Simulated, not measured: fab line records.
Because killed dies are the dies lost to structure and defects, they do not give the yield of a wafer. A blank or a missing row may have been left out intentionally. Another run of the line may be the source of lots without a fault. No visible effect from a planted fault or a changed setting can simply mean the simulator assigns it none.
The tool behind it: which one? :: flow berkeley_cmos170 :: 14 lots with 42 wafers sampled at 4 steps, on a route of 331 steps

## WHAT EACH GAUGE READ, for each wafer
UCB170_NVT_TW_MEAS_09.
lot: L303
measured: day 7 13:09
on: film_metro-03
NVT_TW: 522 518 521

lot: L302
measured: day 7 12:27
on: film_metro-01
NVT_TW: 530 526 526

lot: L305
measured: day 7 12:40
on: film_metro-01
NVT_TW: 527 526 530

lot: L304
measured: day 7 12:54
on: film_metro-03
NVT_TW: 521 520 521

lot: L306
measured: day 8 00:57
on: film_metro-01
NVT_TW: 526 528 528

lot: L307
measured: day 8 01:14
on: film_metro-03
NVT_TW: 516 516 517

lot: L308
measured: day 8 11:14
on: film_metro-03
NVT_TW: 515 518 518

lot: L310
measured: day 8 22:07
on: film_metro-02
NVT_TW: 523 520 521

lot: L309
measured: day 8 21:47
on: film_metro-01
NVT_TW: 526 527 529

lot: L311
measured: day 9 08:01
on: film_metro-03
NVT_TW: 514 515 514

lot: L316
measured: day 10 05:20
on: film_metro-01
NVT_TW: 555 554 555

lot: L319
measured: day 11 01:48
on: film_metro-01
NVT_TW: 554 553 552

lot: L322
measured: day 11 10:12
on: film_metro-03
NVT_TW: 515 514 514

lot: L323
measured: day 11 23:06
on: film_metro-02
NVT_TW: 526 524 526

## WHAT TOOL EACH LOT RAN ON (gives the tool, then ch and the chambers of the sampled wafers, and finally the start)
lot: L303
UCB170_PWELL_STRIP_16: plasma_asher-02 ch 0,1, day 4 02:00
UCB170_ACTIVE_STRIP_16: plasma_asher-01 ch 0,1, day 5 12:14
UCB170_NVT_IMPLANT_07: implanter-01 ch 0, day 7 12:54

lot: L302
UCB170_PWELL_STRIP_16: plasma_asher-01 ch 0,1, day 4 02:14
UCB170_ACTIVE_STRIP_16: plasma_asher-02 ch 0,1, day 5 12:30
UCB170_NVT_IMPLANT_07: implanter-01 ch 0, day 7 12:12

lot: L305
UCB170_PWELL_STRIP_16: plasma_asher-03 ch 0,1, day 4 08:32
UCB170_ACTIVE_STRIP_16: plasma_asher-04 ch 0,1, day 5 19:56
UCB170_NVT_IMPLANT_07: implanter-03 ch 0, day 7 12:25

lot: L304
UCB170_PWELL_STRIP_16: plasma_asher-02 ch 0,1, day 4 08:49
UCB170_ACTIVE_STRIP_16: plasma_asher-02 ch 0,1, day 5 20:10
UCB170_NVT_IMPLANT_07: implanter-04 ch 0, day 7 12:39

lot: L306
UCB170_PWELL_STRIP_16: plasma_asher-02 ch 0,1, day 4 19:19
UCB170_ACTIVE_STRIP_16: plasma_asher-02 ch 0,1, day 6 04:16
UCB170_NVT_IMPLANT_07: implanter-03 ch 0, day 8 00:43

lot: L307
UCB170_PWELL_STRIP_16: plasma_asher-01 ch 0,1, day 4 19:35
UCB170_ACTIVE_STRIP_16: plasma_asher-01 ch 0,1, day 6 04:30
UCB170_NVT_IMPLANT_07: implanter-04 ch 0, day 8 00:59

lot: L308
UCB170_PWELL_STRIP_16: plasma_asher-03 ch 0,1, day 5 02:19
UCB170_ACTIVE_STRIP_16: plasma_asher-02 ch 0,1, day 6 13:54
UCB170_NVT_IMPLANT_07: implanter-03 ch 0, day 8 10:59

lot: L310
UCB170_PWELL_STRIP_16: plasma_asher-03 ch 0,1, day 5 09:23
UCB170_ACTIVE_STRIP_16: plasma_asher-02 ch 0,1, day 7 03:39
UCB170_NVT_IMPLANT_07: implanter-03 ch 0, day 8 21:53

lot: L309
UCB170_PWELL_STRIP_16: plasma_asher-01 ch 1, day 5 09:37
UCB170_ACTIVE_STRIP_16: plasma_asher-01 ch 0,1, day 7 03:41
UCB170_NVT_IMPLANT_07: implanter-04 ch 0, day 8 21:32

lot: L311
UCB170_PWELL_STRIP_16: plasma_asher-03 ch 0,1, day 5 18:05
UCB170_ACTIVE_STRIP_16: plasma_asher-04 ch 0,1, day 7 15:24
UCB170_NVT_IMPLANT_07: implanter-04 ch 0, day 9 07:46

lot: L316
UCB170_PWELL_STRIP_16: plasma_asher-01 ch 0,1, day 7 01:39
UCB170_ACTIVE_STRIP_16: plasma_asher-01 ch 0,1, day 8 15:22
UCB170_NVT_IMPLANT_07: implanter-04 ch 0, day 10 05:05

lot: L319
UCB170_PWELL_STRIP_16: plasma_asher-03 ch 0,1, day 7 17:29
UCB170_ACTIVE_STRIP_16: plasma_asher-04 ch 0,1, day 9 09:18
UCB170_NVT_IMPLANT_07: implanter-04 ch 0, day 11 01:33

lot: L322
UCB170_PWELL_STRIP_16: plasma_asher-01 ch 0,1, day 8 10:24
UCB170_ACTIVE_STRIP_16: plasma_asher-04 ch 0,1, day 9 20:20
UCB170_NVT_IMPLANT_07: implanter-03 ch 0, day 11 09:59

lot: L323
UCB170_PWELL_STRIP_16: plasma_asher-01 ch 1, day 8 22:34
UCB170_ACTIVE_STRIP_16: plasma_asher-04 ch 0,1, day 10 08:22
UCB170_NVT_IMPLANT_07: implanter-01 ch 0, day 11 22:52
- UCB170_PWELL_STRIP_16: strips in O2.
- UCB170_ACTIVE_STRIP_16: strips in O2.
- UCB170_NVT_IMPLANT_07

## AS READ BY THE TOOLS THEMSELVES (means over the sampled wafers that have a number; for cases with no such wafer, the mark the record gives instead)
UCB170_PWELL_STRIP_16.
lot: L303
tool: plasma_asher-02
drypump_motor_current_A (A): 5.66
oes_product_au (a.u.): 0.722
strip_time_to_endpoint_s (s): 18.24

lot: L302
tool: plasma_asher-01
drypump_motor_current_A (A): 5.66
oes_product_au (a.u.): 0.720
strip_time_to_endpoint_s (s): 18.15

lot: L305
tool: plasma_asher-03
drypump_motor_current_A (A): 5.71
oes_product_au (a.u.): 0.725
strip_time_to_endpoint_s (s): 18.24

lot: L304
tool: plasma_asher-02
drypump_motor_current_A (A): 5.65
oes_product_au (a.u.): 0.720
strip_time_to_endpoint_s (s): 18.12

lot: L306
tool: plasma_asher-02
drypump_motor_current_A (A): 5.47
oes_product_au (a.u.): 0.719
strip_time_to_endpoint_s (s): 18.10

lot: L307
tool: plasma_asher-01
drypump_motor_current_A (A): 5.69
oes_product_au (a.u.): 0.725
strip_time_to_endpoint_s (s): 18.02

lot: L308
tool: plasma_asher-03
drypump_motor_current_A (A): 5.72
oes_product_au (a.u.): 0.723
strip_time_to_endpoint_s (s): 18.18

lot: L310
tool: plasma_asher-03
drypump_motor_current_A (A): 5.62
oes_product_au (a.u.): 0.723
strip_time_to_endpoint_s (s): 18.15

lot: L309
tool: plasma_asher-01
drypump_motor_current_A (A): 5.52
oes_product_au (a.u.): 0.723
strip_time_to_endpoint_s (s): 18.17

lot: L311
tool: plasma_asher-03
drypump_motor_current_A (A): 5.71
oes_product_au (a.u.): 0.723
strip_time_to_endpoint_s (s): 18.07

lot: L316
tool: plasma_asher-01
drypump_motor_current_A (A): 5.82
oes_product_au (a.u.): 0.720
strip_time_to_endpoint_s (s): 18.04

lot: L319
tool: plasma_asher-03
drypump_motor_current_A (A): 5.63
oes_product_au (a.u.): 0.721
strip_time_to_endpoint_s (s): 18.03

lot: L322
tool: plasma_asher-01
drypump_motor_current_A (A): 5.67
oes_product_au (a.u.): 0.721
strip_time_to_endpoint_s (s): 18.16

lot: L323
tool: plasma_asher-01
drypump_motor_current_A (A): 5.52
oes_product_au (a.u.): 0.722
strip_time_to_endpoint_s (s): 18.20

UCB170_ACTIVE_STRIP_16.
lot: L303
tool: plasma_asher-01
drypump_motor_current_A (A): 5.8
oes_product_au (a.u.): 0.718
strip_time_to_endpoint_s (s): 18.06

lot: L302
tool: plasma_asher-02
drypump_motor_current_A (A): 5.6
oes_product_au (a.u.): 0.721
strip_time_to_endpoint_s (s): 18.18

lot: L305
tool: plasma_asher-04
drypump_motor_current_A (A): 6.2
oes_product_au (a.u.): 0.717
strip_time_to_endpoint_s (s): 18.25

lot: L304
tool: plasma_asher-02
drypump_motor_current_A (A): 5.6
oes_product_au (a.u.): 0.721
strip_time_to_endpoint_s (s): 18.18

lot: L306
tool: plasma_asher-02
drypump_motor_current_A (A): 5.6
oes_product_au (a.u.): 0.724
strip_time_to_endpoint_s (s): 18.14

lot: L307
tool: plasma_asher-01
drypump_motor_current_A (A): 5.8
oes_product_au (a.u.): 0.721
strip_time_to_endpoint_s (s): 18.10

lot: L308
tool: plasma_asher-02
drypump_motor_current_A (A): 5.5
oes_product_au (a.u.): 0.720
strip_time_to_endpoint_s (s): 18.04

lot: L310
tool: plasma_asher-02
drypump_motor_current_A (A): 5.5
oes_product_au (a.u.): 0.724
strip_time_to_endpoint_s (s): 18.15

lot: L309
tool: plasma_asher-01
drypump_motor_current_A (A): 5.7
oes_product_au (a.u.): 0.720
strip_time_to_endpoint_s (s): 18.05

lot: L311
tool: plasma_asher-04
drypump_motor_current_A (A): 6.2
oes_product_au (a.u.): 0.725
strip_time_to_endpoint_s (s): 18.05

lot: L316
tool: plasma_asher-01
drypump_motor_current_A (A): 5.8
oes_product_au (a.u.): 0.722
strip_time_to_endpoint_s (s): 18.03

lot: L319
tool: plasma_asher-04
drypump_motor_current_A (A): 6.2
oes_product_au (a.u.): 0.722
strip_time_to_endpoint_s (s): 18.14

lot: L322
tool: plasma_asher-04
drypump_motor_current_A (A): 6.2
oes_product_au (a.u.): 0.719
strip_time_to_endpoint_s (s): 18.06

lot: L323
tool: plasma_asher-04
drypump_motor_current_A (A): 6.2
oes_product_au (a.u.): 0.719
strip_time_to_endpoint_s (s): 18.16

UCB170_NVT_IMPLANT_07.
lot: L303
tool: implanter-01
beam_energy_keV: 50.008
end_station_pressure_torr (Torr): 4.89e-06

lot: L302
tool: implanter-01
beam_energy_keV: 49.990
end_station_pressure_torr (Torr): 4.99e-06

lot: L305
tool: implanter-03
beam_energy_keV: 50.013
end_station_pressure_torr (Torr): 4.92e-06

lot: L304
tool: implanter-04
beam_energy_keV: 49.994
end_station_pressure_torr (Torr): 5.25e-06

lot: L306
tool: implanter-03
beam_energy_keV: 49.998
end_station_pressure_torr (Torr): 5.26e-06

lot: L307
tool: implanter-04
beam_energy_keV: 50.013
end_station_pressure_torr (Torr): 4.83e-06

lot: L308
tool: implanter-03
beam_energy_keV: 49.987
end_station_pressure_torr (Torr): 5.16e-06

lot: L310
tool: implanter-03
beam_energy_keV: 50.002
end_station_pressure_torr (Torr): 4.77e-06

lot: L309
tool: implanter-04
beam_energy_keV: 49.999
end_station_pressure_torr (Torr): 5.07e-06

lot: L311
tool: implanter-04
beam_energy_keV: 49.999
end_station_pressure_torr (Torr): 4.79e-06

lot: L316
tool: implanter-04
beam_energy_keV: 61.019
end_station_pressure_torr (Torr): 5.01e-06

lot: L319
tool: implanter-04
beam_energy_keV: 61.013
end_station_pressure_torr (Torr): 5.04e-06

lot: L322
tool: implanter-03
beam_energy_keV: 50.000
end_station_pressure_torr (Torr): 4.78e-06

lot: L323
tool: implanter-01
beam_energy_keV: 49.983
end_station_pressure_torr (Torr): 5.16e-06

## THE ANSWER, worked out from the rows above alone
Rule: the usual values come from the lots themselves. Put in order of their means at a reading, lots are off if they are a third of the lots or fewer, leave a main group of 4 or more, and stand apart from it by a gap of 3 or more times the standard deviation of the main group's means; of several such gaps the widest counts. If all means in a main group match to the digits the tables above print for the reading, that group is not used. A lot without any number at a reading at which 4 lots or more have one is off too. Any other lot the step has rows for is counted as sound. First the gauges in route order, then the tools' own readings, where a lot's mean is used as printed above. At the first step where some lot is off, the reading lying furthest off is the one used; lots without a number count as furthest.
Off: L316, L319, seen at UCB170_NVT_TW_MEAS_09 (NVT_TW). Main group: mean 522, sd 5.1.
If a tool, at a process step before that reading, ran all the lots that are off and no sound lot after the first of them, it fits. Not tried: the gauges at UCB170_NVT_TW_MEAS_09; whatever is off there is also off at UCB170_NVT_IMPLANT_07, on other tools, and gauge error can't account for it. One fits: UCB170_NVT_IMPLANT_07 on implanter-04. Its last sound lot is L311 (day 9 07:46), its first lot that is off L316 (day 10 05:05): a fault that began between those two fits.
On the lots that are off, the tool's own readings at UCB170_NVT_IMPLANT_07 differ by more than 5 times the standard deviation of the sound lots' means, which bears it out; beam_energy_keV reads 61.016 there versus 49.999 on the sound lots.

## WHAT WAS PUT IN BY THE SIMULATOR
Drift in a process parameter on implanter-04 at UCB170_NVT_IMPLANT_07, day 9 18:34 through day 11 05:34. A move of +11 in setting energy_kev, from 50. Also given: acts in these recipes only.
Struck lots among those shown: L316, L319. The rule above reached the same finding.
